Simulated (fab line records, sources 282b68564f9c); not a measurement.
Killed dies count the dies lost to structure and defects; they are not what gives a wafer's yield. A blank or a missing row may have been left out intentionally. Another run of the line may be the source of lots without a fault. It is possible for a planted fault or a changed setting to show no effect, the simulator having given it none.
Split-lot trial    flow rit-cmos    on a route of 202 steps: 5 lots, 23 wafers read

== THE SPLIT ==
At RIT_ACTIVE_CVD_03 (deposits Si3N4 from SiH2Cl2/NH3, target thk 150 nm, time 1500 s), the setting temp-c was moved away from the recipe's 810 C on 20 of the 23 wafers read, by -1.6% to +1.7%. All remaining wafers had this setting at the recipe value.

== FROM THE SPLIT ON TO THE READING: in between, the file shows 1 step ==
- RIT_ACTIVE_THK_MEAS_04

== THE READING ==
oes-product-au, in a.u., at RIT_ACTIVE_ETCH_13 (etches Si3N4 in SF6, stops on SiO2, time 210 s, target depth 210 nm). Fault-free wafers of this fab line usually give 0.820 a.u., standard deviation 0.015 a.u.

wafer   tool, chamber at the split  temp-c as run, C  against the recipe  oes-product-au, a.u.  against lot-mates on the recipe
L076.2  -, -                        823.9             +1.7%               1.022                 no lot-mate on the recipe
L076.3  -, -                        823.9             +1.7%               0.927                 no lot-mate on the recipe
L076.4  -, -                        823.9             +1.7%               0.914                 no lot-mate on the recipe
L076.5  -, -                        823.9             +1.7%               0.990                 no lot-mate on the recipe
L076.6  -, -                        823.9             +1.7%               0.998                 no lot-mate on the recipe
L077.1  -, -                        821.8             +1.5%               0.916                 no lot-mate on the recipe
L077.2  -, -                        821.8             +1.5%               0.926                 no lot-mate on the recipe
L077.3  -, -                        821.8             +1.5%               0.930                 no lot-mate on the recipe
L077.4  -, -                        821.8             +1.5%               0.924                 no lot-mate on the recipe
L077.6  -, -                        821.8             +1.5%               0.938                 no lot-mate on the recipe
L079.1  -, -                        797.3             -1.6%               0.736                 no lot-mate on the recipe
L079.2  -, -                        797.3             -1.6%               0.720                 no lot-mate on the recipe
L079.3  -, -                        797.3             -1.6%               0.747                 no lot-mate on the recipe
L079.5  -, -                        797.3             -1.6%               0.715                 no lot-mate on the recipe
L079.6  -, -                        797.3             -1.6%               0.747                 no lot-mate on the recipe
L081.1  -, -                        820.1             +1.2%               0.903                 no lot-mate on the recipe
L081.3  -, -                        820.1             +1.2%               0.906                 no lot-mate on the recipe
L081.4  -, -                        820.1             +1.2%               0.919                 no lot-mate on the recipe
L081.5  -, -                        820.1             +1.2%               0.906                 no lot-mate on the recipe
L081.6  -, -                        820.1             +1.2%               0.898                 no lot-mate on the recipe
L084.2  lpcvd-02, 0                 810               recipe              0.821                 -
L084.4  lpcvd-02, 0                 810               recipe              0.810                 -
L084.6  lpcvd-02, 0                 810               recipe              0.810                 -

FIT RESULTS
A straight line over all 23 wafers: oes-product-au changes by +0.0685 a.u. for each +1% of temp-c; r = +0.96; the points scatter about the line by 0.026 a.u.
Too few moved wafers with a lot-mate on the recipe to fit a line net of each lot's own level.

== THE WHOLE CHAIN: every reading that the file lists as answering this split, in the file's order ==
step                    what it does                                                         reading                                                                         change (the file's fit)                   r (the file's)
RIT_ACTIVE_CVD_03       deposits Si3N4 from SiH2Cl2/NH3, target thk 150 nm, time 1500 s      Si3N4_of_ACTIVE_CVD_03.thk-nm (the simulator's own value, which no gauge read)  +21.5 nm for each +1% of the setting      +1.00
RIT_ACTIVE_THK_MEAS_04                                                                       ACTIVE_NITRIDE_THK                                                              +21.5 for each +1% of the setting         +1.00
RIT_ACTIVE_ETCH_13      etches Si3N4 in SF6, stops on SiO2, time 210 s, target depth 210 nm  oes-product-au                                                                  +0.0685 a.u. for each +1% of the setting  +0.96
RIT_ACTIVE_ETCH_13      etches Si3N4 in SF6, stops on SiO2, time 210 s, target depth 210 nm  etch.depth-nm (the simulator's own value, which no gauge read)                  +21.3 nm for each +1% of the setting      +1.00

== THE FILE'S OWN FIT ==
oes-product-au changes by +0.0685 a.u. for each +1% of temp-c, r = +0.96.
